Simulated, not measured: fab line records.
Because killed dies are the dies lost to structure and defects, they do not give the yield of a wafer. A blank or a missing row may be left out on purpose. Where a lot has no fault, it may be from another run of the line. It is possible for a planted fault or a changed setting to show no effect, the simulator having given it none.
Which tool was responsible?    flow berkeley cmos170    24 wafers from 8 lots sampled at 2 of the route's 331 steps

WHAT THE GAUGES READ, wafer by wafer
UCB170_PLDD_OVL_MEAS_07.
lot   measured      on          PLDD_OVL (nm)
L326  day 6 18:52   overlay-02  -3 -3 4
L329  day 6 22:02   overlay-01  5 -5 9
L330  day 7 11:23   overlay-02  12 12 0
L332  day 7 23:16   overlay-02  5 -1 11
L334  day 8 12:40   overlay-01  4 2 3
L337  day 8 22:53   overlay-02  188 180 183
L341  day 10 00:41  overlay-01  -3 10 0
L343  day 10 09:40  overlay-01  186 182 187

TOOL THAT RAN EACH LOT (tool first, then ch and the chambers of the sampled wafers, then the start)
lot   UCB170_PLDD_EXPOSE_03
L326  krf scanner-01 ch 0, day 6 18:17
L329  krf scanner-02 ch 0, day 6 21:19
L330  krf scanner-02 ch 0, day 7 10:53
L332  krf scanner-01 ch 0, day 7 22:33
L334  krf scanner-01 ch 0, day 8 12:10
L337  krf scanner-01 ch 0, day 8 22:05
L341  krf scanner-02 ch 0, day 9 23:52
L343  krf scanner-01 ch 0, day 10 09:00
- UCB170_PLDD_EXPOSE_03: exposes mask PSELECT, target cd 1200 nm.

THE ANSWER, worked out from the rows above alone
Rule: the lots themselves supply what counts as usual. Put in order of their means at a reading, lots are off if they are a third of the lots or fewer, leave a main group of 4 or more, and stand apart from it by a gap of 3 or more times the standard deviation of the main group's means; of several such gaps the widest counts. If all means in a main group match to the digits the tables above print for the reading, that group is not used. A lot without any number at a reading at which 4 lots or more have one is off too. Any other lot the step has rows for is counted as sound.
Off: L337, L343, seen at UCB170_PLDD_OVL_MEAS_07 (PLDD_OVL). Mean 3 nm and standard deviation 2.6 in the main group.
A tool fits if, at a process step before that reading, it ran every lot that is off, and no sound lot after the first of them. The gauges at UCB170_PLDD_OVL_MEAS_07 are tried like those tools. One fits: UCB170_PLDD_EXPOSE_03 on krf scanner-01. A fault onset in the window from L334 (day 8 12:10, its last sound lot) to L337 (day 8 22:05, its first lot off) fits.

WHAT WAS PUT IN BY THE SIMULATOR
Scanner matching overlay: krf scanner-01, from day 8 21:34 on, at UCB170_PLDD_EXPOSE_03. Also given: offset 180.
Lots struck among those shown: L337, L343. The rule above reached the same finding.
